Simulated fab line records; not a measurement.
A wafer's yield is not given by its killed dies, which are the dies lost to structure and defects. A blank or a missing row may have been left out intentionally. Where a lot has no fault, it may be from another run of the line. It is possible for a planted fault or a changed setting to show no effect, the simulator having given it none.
Which of the tools did it?    flow rit cmos    Sampling: 7 lots, 21 wafers, 2 of 202 route steps

== WHAT THE GAUGES SHOWED, per wafer ==
RIT_M1_RS_MEAS_01: a four-point-probe measurement.
lot   measured     on             M1_AL_RS (ohm/sq)
L364  day 3 19:08  film metro-03  0.0737 0.0736 0.0744
L371  day 5 02:27  film metro-04  0.0729 0.0735 0.0737
L373  day 5 13:12  film metro-04  - - -
L375  day 5 22:36  film metro-04  0.0721 0.0730 0.0730
L378  day 6 13:20  film metro-02  0.0743 0.0741 0.0731
L380  day 6 20:31  film metro-02  0.0737 0.0730 0.0738
L384  day 7 17:54  film metro-03  0.0735 0.0745 0.0739

== WHICH TOOL RAN EACH LOT (tool, then ch and the chambers of the sampled wafers, then the start) ==
lot   RIT_M1_SPUTTER_00
L364  pvd sputter-03, day 3 18:47
L371  pvd sputter-02, day 5 02:09
L373  pvd sputter-02, day 5 12:54
L375  pvd sputter-02, day 5 22:18
L378  pvd sputter-03, day 6 13:01
L380  pvd sputter-03, day 6 20:14
L384  pvd sputter-03, day 7 17:35
- RIT_M1_SPUTTER_00: material Al, target thk 400 nm, time 500 s.

== THE ANSWER, worked out from the rows above alone ==
Rule: usual is defined by the lots themselves. Put in order of their means at a reading, lots are off if they are a third of the lots or fewer, leave a main group of 4 or more, and stand apart from it by a gap of 3 or more times the standard deviation of the main group's means; of several such gaps the widest counts. A main group whose means are all the same, to the digits that the tables above print for the reading, isn't used. A lot without any number at a reading at which 4 lots or more have one is off too. Where the step has rows for the other lots, those lots are counted as sound.
Off: L373, at RIT_M1_RS_MEAS_01 (M1_AL_RS). Without a number there: L373. Mean 0.0735 ohm/sq and standard deviation 0.00043 in the main group.
A tool fits if, at a process step before that reading, it ran every lot that is off, and no sound lot after the first of them. Those tools and the gauges at RIT_M1_RS_MEAS_01 are tried in the same way. Not one of the candidates tried fits.

== WHAT WAS PUT IN BY THE SIMULATOR ==
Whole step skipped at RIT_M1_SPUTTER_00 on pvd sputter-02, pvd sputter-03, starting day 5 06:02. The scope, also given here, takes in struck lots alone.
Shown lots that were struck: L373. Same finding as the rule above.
